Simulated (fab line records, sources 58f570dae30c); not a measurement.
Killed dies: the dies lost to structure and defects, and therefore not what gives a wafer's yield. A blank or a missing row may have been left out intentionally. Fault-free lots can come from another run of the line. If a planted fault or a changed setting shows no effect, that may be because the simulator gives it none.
Comparing a struck lot with a sound one | flow berkeley_cmos170 | 14 steps out of a route of 331
Sound: the wafers L164.1, L164.2, L164.4. Struck: wafers L162.1, L162.5, L162.6. At the end, the cause is stated.
Each step with rows lists, per side, the tool, then ch with its chambers, then its first start. Under that, the readings that differ: sound wafers | struck wafers | difference of the means | sigmas: that difference in standard deviations of wafers without a fault.
alike: same words and numbers on both sides, and readings whose means sit less than 2 such deviations apart. not compared: any withheld reading, any reading some wafer has no value for, any bound like >300 that may hide the same value, and any number with overlapping values for which the record gives no deviation.
The two part at a step that has a row with sigmas, a row that says differs or no value, or rows on one side only. When numbers do not overlap yet have no deviation, they are printed without sigmas and do not part them. A reading missing from all wafers of one side parts the sides only when that side holds two or more wafers.

first, 4 steps without rows for these wafers: UCB170_NVT_SOFTBAKE_02 (time 60 s); UCB170_NVT_EXPOSE_03 (exposes mask PWELL, target cd 3000 nm); UCB170_NVT_PEB_04; UCB170_NVT_DEVELOP_05 (develop time 45 s).
UCB170_NVT_OVL_MEAS_06:
  sound on overlay-02 at day 9 08:23; struck on overlay-01 at day 8 03:13
  alike: NVT_OVL
next, for these wafers, 1 step has no rows: UCB170_NVT_IMPLANT_07.
UCB170_NVT_STRIP_08: strips in O2.
  sound on plasma_asher-04 ch 0,1, day 9 08:34; struck on plasma_asher-02 ch 0,1, day 8 03:23
  alike: drypump_motor_current_A, oes_product_au, strip_time_to_endpoint_s
  not compared: rf_hours_counter_h
UCB170_NVT_TW_MEAS_09:
  sound on film_metro-02 at day 9 08:40; struck on film_metro-02 at day 8 03:29
  alike: NVT_TW
then, 4 steps without rows for these wafers: UCB170_NVT_CLEAN_10 (cleans in SPM, time 600 s); UCB170_PVT_HMDS_00 (prime time 60 s); UCB170_PVT_COAT_01 (resist thk 900 nm); UCB170_PVT_SOFTBAKE_02 (time 60 s).
UCB170_PVT_EXPOSE_03: exposes mask NWELL, target cd 3000 nm.
  struck on krf_scanner-01, day 8 04:34; sound on krf_scanner-01 ch 0, day 9 09:50
  no value came back on the struck wafers for exposure_dose_mJ_cm2, focus_offset_nm (nm); on the sound wafers exposure_dose_mJ_cm2 reads 30.018 29.978 29.987
  alike: mask
next, for these wafers, 1 step has no rows: UCB170_PVT_PEB_04.

== WHERE THEY PART ==
Only at UCB170_PVT_EXPOSE_03, within this record.

WHY: what the simulator had put in
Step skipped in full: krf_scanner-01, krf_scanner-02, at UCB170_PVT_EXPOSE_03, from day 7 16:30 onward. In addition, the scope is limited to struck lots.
